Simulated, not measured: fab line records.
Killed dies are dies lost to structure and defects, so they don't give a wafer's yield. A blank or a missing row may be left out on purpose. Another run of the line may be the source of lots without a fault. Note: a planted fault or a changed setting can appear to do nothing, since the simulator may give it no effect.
Check of tool commonality ; flow rit-cmos ; 15 lots, 45 wafers sampled

WHY THIS WAS OPENED
At RIT_ACTIVE_THK_MEAS_02 the reading ACTIVE_OXIDE_THK is flagged on 3 of 15 lots. No-fault wafers: 47.1 nm, standard deviation 1.
Rule: a lot is flagged in two cases, either no wafer of it has a number, or all its wafers with numbers fall more than 4 standard deviations from that mean. All remaining lots are regarded as sound.

lot;measured;on;ACTIVE_OXIDE_THK (nm), wafer by wafer;flag
L707;day 1 20:46;film-metro-03;48.3 48.3 48.1;
L708;day 2 00:43;film-metro-04;45.4 44.9 45.0;
L709;day 2 03:47;film-metro-03;47.6 47.7 47.7;
L712;day 2 18:04;film-metro-03;47.3 47.0 47.4;
L713;day 2 23:14;film-metro-04;47.7 48.4 48.2;
L714;day 3 04:36;film-metro-01;48.4 48.4 48.4;
L715;day 3 09:05;film-metro-01;55.4 55.8 56.1;FLAGGED
L717;day 3 19:05;film-metro-03;54.7 55.2 54.3;FLAGGED
L718;day 4 00:05;film-metro-03;54.4 53.7 54.3;FLAGGED
L719;day 4 05:12;film-metro-03;47.7 47.0 47.3;
L721;day 4 15:03;film-metro-04;47.7 47.6 47.8;
L724;day 5 06:29;film-metro-01;47.5 46.7 47.1;
L726;day 5 18:38;film-metro-01;47.3 47.1 47.3;
L727;day 5 21:39;film-metro-01;46.7 46.9 46.5;
L728;day 6 02:36;film-metro-04;46.4 46.4 47.0;
On average the flagged lots' numbers are 54.9 nm, which is +7.8 nm against the usual, or +8 standard deviations.

EACH LOT AND THE TOOL IT RAN ON
The record keeps 1 process step preceding the reading, out of 202 steps on the route. In each cell: the tool, then ch and the chambers that the sampled wafers went through, then the start.
lot;flag;RIT_ACTIVE_OXIDATION_01
L707;;furnace-04 ch 0, day 1 18:50
L708;;furnace-01 ch 0, day 1 22:47
L709;;furnace-04 ch 0, day 2 01:50
L712;;furnace-04 ch 0, day 2 16:07
L713;;furnace-03 ch 0, day 2 21:16
L714;;furnace-04 ch 0, day 3 02:40
L715;FLAGGED;furnace-04 ch 0, day 3 07:08
L717;FLAGGED;furnace-04 ch 0, day 3 17:08
L718;FLAGGED;furnace-04 ch 0, day 3 22:08
L719;;furnace-03 ch 0, day 4 03:14
L721;;furnace-03 ch 0, day 4 13:07
L724;;furnace-01 ch 0, day 5 04:33
L726;;furnace-03 ch 0, day 5 16:43
L727;;furnace-03 ch 0, day 5 19:43
L728;;furnace-01 ch 0, day 6 00:38
What the steps here do:
- RIT_ACTIVE_OXIDATION_01: target thk 46.8 nm, ox time 3360 s.
- RIT_ACTIVE_THK_MEAS_02

FLAGGED OVER TOTAL, TOOL BY TOOL (the gauges that took the reading come last)
step;tool;lots run;flagged;share of the flagged lots;sound lots run after its first flagged lot
RIT_ACTIVE_OXIDATION_01;furnace-01;3;0;none;-
RIT_ACTIVE_OXIDATION_01;furnace-03;5;0;none;-
RIT_ACTIVE_OXIDATION_01;furnace-04;7;3;all;0
RIT_ACTIVE_THK_MEAS_02;film-metro-01;5;1;some;3 (L724,L726,L727)
RIT_ACTIVE_THK_MEAS_02;film-metro-03;6;2;some;1 (L719)
RIT_ACTIVE_THK_MEAS_02;film-metro-04;4;0;none;-

WHAT IS ALLOWED BY THE TABLE
Rows of the table that ran each flagged lot: 1, that is furnace-04 at RIT_ACTIVE_OXIDATION_01.
- furnace-04 at RIT_ACTIVE_OXIDATION_01 ran 7 lots, 3 of them flagged. Last sound lot L714 at day 3 02:40, first flagged lot L715 at day 3 07:08; a fault beginning in between fits. Its own readings lie more than 4 standard deviations out on every wafer of the flagged lots: spike-tc-centre-C, spike-tc-load-C, spike-tc-source-C, tube-center-temp-C, tube_center_temp_C_max.
Left over: one tool, furnace-04 at RIT_ACTIVE_OXIDATION_01.

WHAT THE SIMULATOR PUT IN
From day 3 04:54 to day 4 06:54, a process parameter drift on furnace-04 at RIT_ACTIVE_OXIDATION_01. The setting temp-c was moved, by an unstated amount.
Shown lots that were struck: L715, L717, L718. The rule above reached the same finding.
